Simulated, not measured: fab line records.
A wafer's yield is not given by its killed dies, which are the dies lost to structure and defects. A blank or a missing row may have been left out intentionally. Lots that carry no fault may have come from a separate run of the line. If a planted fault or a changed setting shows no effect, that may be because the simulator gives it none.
Split-lot trial | flow berkeley-cmos170 | 23 wafers read across 5 lots, on a route 331 steps long

== ABOUT THE SPLIT ==
At UCB170_V2_CVD_00 (deposits SiO2 from TEOS/O2, target thk 2000 nm, time 250 s), the setting time-s was moved away from the recipe's 250 s on 5 of the 23 wafers read, by -10.8% to +6.0%. This setting was run at the recipe's value on the other wafers.

No step appears in the file between the split and the reading.

== THE READING ==
V2_TEOS_THK in nanometres, read at UCB170_V2_THK_MEAS_01. Fault-free wafers of this fab line usually give 2002 nm, standard deviation 24 nm.

wafer  | tool, chamber at the split | time-s as run, s | against the recipe | V2_TEOS_THK, nm | against lot-mates on the recipe
L074.1 | pecvd-03, 1                | 250              | recipe             | 1968            | -
L074.2 | pecvd-03, 2                | 250              | recipe             | 1973            | -
L074.3 | pecvd-03, 0                | 250              | recipe             | 1977            | -
L074.4 | pecvd-03, 0                | 250              | recipe             | 2004            | -
L074.6 | pecvd-03, 1                | 250              | recipe             | 1998            | -
L075.1 | pecvd-03, 0                | 223.1            | -10.8%             | 1771            | -250
L075.3 | pecvd-03, 1                | 250              | recipe             | 2016            | -
L075.4 | pecvd-03, 0                | 250              | recipe             | 2020            | -
L075.5 | pecvd-03, 2                | 250              | recipe             | 2027            | -
L075.6 | pecvd-03, 1                | 223.1            | -10.8%             | 1800            | -221
L077.1 | pecvd-01, 1                | 250              | recipe             | 1985            | -
L077.2 | pecvd-01, 0,1              | 250              | recipe             | 2014            | -
L077.3 | pecvd-01, 2                | 250              | recipe             | 1986            | -
L077.4 | pecvd-01, 2                | 250              | recipe             | 2049            | -
L077.6 | pecvd-01, 0,1              | 250              | recipe             | 2017            | -
L079.2 | pecvd-04, 1                | 250              | recipe             | 1973            | -
L079.3 | pecvd-04, 2                | 265              | +6.0%              | 2089            | +116
L079.4 | pecvd-04, 2,1              | 265              | +6.0%              | 2120            | +147
L079.5 | pecvd-04, 2,1              | 265              | +6.0%              | 2120            | +147
L079.6 | pecvd-04, 0                | 250              | recipe             | 1973            | -
L081.3 | pecvd-03, 2                | 250              | recipe             | 2036            | -
L081.4 | pecvd-03, 0                | 250              | recipe             | 2018            | -
L081.6 | pecvd-03, 0                | 250              | recipe             | 2041            | -
Where a row lists several chambers, the file gives one row for several wafers and doesn't say which wafer went through which chamber.

FIT RESULTS
A straight line over all 23 wafers: V2_TEOS_THK changes by +19.4 nm for each +1% of time-s; r = +0.95; the points scatter about the line by 25 nm.
The same after taking each lot's own level away (the mean of its wafers on the recipe; 23 wafers): +22.2 nm for each +1%; r = +0.98; scatter 16 nm.
That fit puts the effect of the largest move of time-s on the reading at 2.4e+02 nm.
From 1973.0 to 2031.7 nm: that is the span of the lots' own levels, equal to 2.4 times the standard deviation above.
So the lot-to-lot level changes the slope: the two fits differ.
Check: with one of the wafers moved furthest among these (-10.8%) left out of the fit, the line predicts -231 nm for it against its lot-mates. It came out at -250 nm against them.

== THE OTHER SPLITS THESE WAFERS WENT THROUGH ==
Note: prior to the reading, these wafers also went through further splits. Each is held against what the fit with the lots' levels taken away leaves over:
other split on the same wafers   | wafers away from the commonest value | r with V2_TEOS_THK (lot level and that fit taken away)
UCB170_CONTACT_EXPOSE_12 dose-mj | 8                                    | -0.06
UCB170_M1_EXPOSE_06 dose-mj      | 9                                    | -0.04

== THE WHOLE CHAIN: every reading that the file lists as answering this split, in the file's order ==
step                  | what it does                                               | reading                                                                   | change (the file's fit)              | r (the file's)
UCB170_V2_CVD_00      | deposits SiO2 from TEOS/O2, target thk 2000 nm, time 250 s | SiO2_of_V2_CVD_00.thk-nm (the simulator's own value, which no gauge read) | +22.1 nm for each +1% of the setting | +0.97
UCB170_V2_THK_MEAS_01 |                                                            | V2_TEOS_THK                                                               | +22.1 for each +1% of the setting    | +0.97

== THE FILE'S OWN FIT ==
V2_TEOS_THK changes by +22.1 nm for each +1% of time-s, r = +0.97.
